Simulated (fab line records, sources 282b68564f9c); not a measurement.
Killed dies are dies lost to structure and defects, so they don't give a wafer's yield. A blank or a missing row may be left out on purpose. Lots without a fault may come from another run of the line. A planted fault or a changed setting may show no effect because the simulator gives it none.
A struck lot beside a sound one | flow rit_cmos | 16 steps out of a route of 202
Sound: wafers L156.1, L156.3, L156.5. Struck: wafers L171.3, L171.4, L171.6. The cause comes at the end.
At each step with rows: each side's tool, then ch and its chambers, then its first start. Under that, the readings that differ: sound wafers | struck wafers | difference of the means | sigmas: that difference in standard deviations of wafers without a fault.
alike: readings whose means differ by less than 2 such deviations, and words and numbers that are the same on both sides. not compared: withheld readings, readings that some wafer has no value for, bounds like >300 that may hide the same value, and numbers for which the record gives no deviation and whose values overlap.
The two part at a step that has a row with sigmas, a row that says differs or no value, or rows on one side only. Numbers that don't overlap but have no deviation are shown without sigmas and don't part them. A reading that every wafer of one side lacks parts them only if that side has two wafers or more.

first, 4 steps without rows for these wafers: RIT_PLDD_SOFTBAKE_02 (time 60 s); RIT_PLDD_EXPOSE_03 (exposes mask M8, target cd 40900 nm); RIT_PLDD_PEB_04; RIT_PLDD_DEVELOP_05 (develop time 50 s).
RIT_PLDD_OVL_MEAS_06:
  sound on overlay-02, day 3 07:06; struck on overlay-02, day 6 21:14
  alike: PLDD_OVL
then, 2 steps without rows for these wafers: RIT_PLDD_HARDBAKE_07 (time 60 s); RIT_PLDD_IMPLANT_08.
RIT_PLDD_STRIP_09: strips in O2, time 180 s.
  sound on plasma_asher-02 ch 0,1, day 3 07:26; struck on plasma_asher-03 ch 0,1, day 6 21:37
  alike: drypump_motor_current_A
  not compared: rf_hours_counter_h
RIT_PLDD_TW_MEAS_10:
  sound on film_metro-01, day 3 07:37; struck on film_metro-02, day 6 21:45
  alike: PLDD_TW
then, 3 steps without rows for these wafers: RIT_SPACER_CLEAN_00 (cleans in SC1, time 600 s); RIT_SPACER_CLEAN_01 (cleans in dHF, time 30 s); RIT_SPACER_CLEAN_02 (cleans in SC2, time 600 s).
RIT_SPACER_CVD_03: deposits Si3N4 from SiH2Cl2/NH3, target thk 250 nm, time 3300 s.
  sound on lpcvd-02 ch 1, day 3 08:14; struck on lpcvd-02 ch 1, day 7 01:10
  alike: sih2cl2_flow_sccm, zone_power_source_pct
RIT_SPACER_THK_MEAS_04:
  sound on film_metro-03, day 3 12:32; struck on film_metro-04, day 7 03:07
  reading                 | sound             | struck            | difference | sigmas
  SPACER_NITRIDE_THK (nm) | 253.7 253.4 253.2 | 506.8 506.6 505.7 | +252.9     | +99 or more
RIT_SPACER_ETCHBACK_05: etches Si3N4 in SF6/CHF3, stops on SiO2, target depth 250 nm, time 240 s.
  sound on rie_diel-04 ch 0,1, day 3 12:36; struck on rie_diel-01 ch 1,3, day 7 03:09
  reading                                  | sound             | struck            | difference | sigmas
  oes_product_au (a.u.)                    | 0.860 0.867 0.867 | 1.032 1.033 1.029 | +0.167     | +12
  throttle_valve_pct (%)                   | 10.29 10.17 10.29 | 10.44 10.44 10.46 | +0.20      | +2
  model.Si3N4_of_SPACER_CVD_03.thk_nm (nm) | 198.7 198.1 198.8 | 397.1 396.4 395.1 | +197.7     |
  model.etch.depth_nm (nm)                 | 253.6 253.5 253.2 | 311.8 314.1 316.2 | +60.6      |
  alike: drypump_motor_current_A
  not compared: rf_hours_counter_h
RIT_M1_PROBE_99:
  sound on prober-02, day 3 23:32; struck on prober-02, day 7 15:04
  reading             | sound  | struck      | difference | sigmas
  killed_at_front_end | 13 2 7 | 264 264 264 | +257       | +83
  killed_dies         | 13 2 7 | 264 264 264 | +257       | +83
  killed_on_rim       | 4 0 2  | 70 70 70    | +68        | +52
  alike: killed_open, killed_short

WHERE THEY PART
First at RIT_SPACER_THK_MEAS_04; last, within this record, at RIT_M1_PROBE_99.

WHY: what the simulator had put in
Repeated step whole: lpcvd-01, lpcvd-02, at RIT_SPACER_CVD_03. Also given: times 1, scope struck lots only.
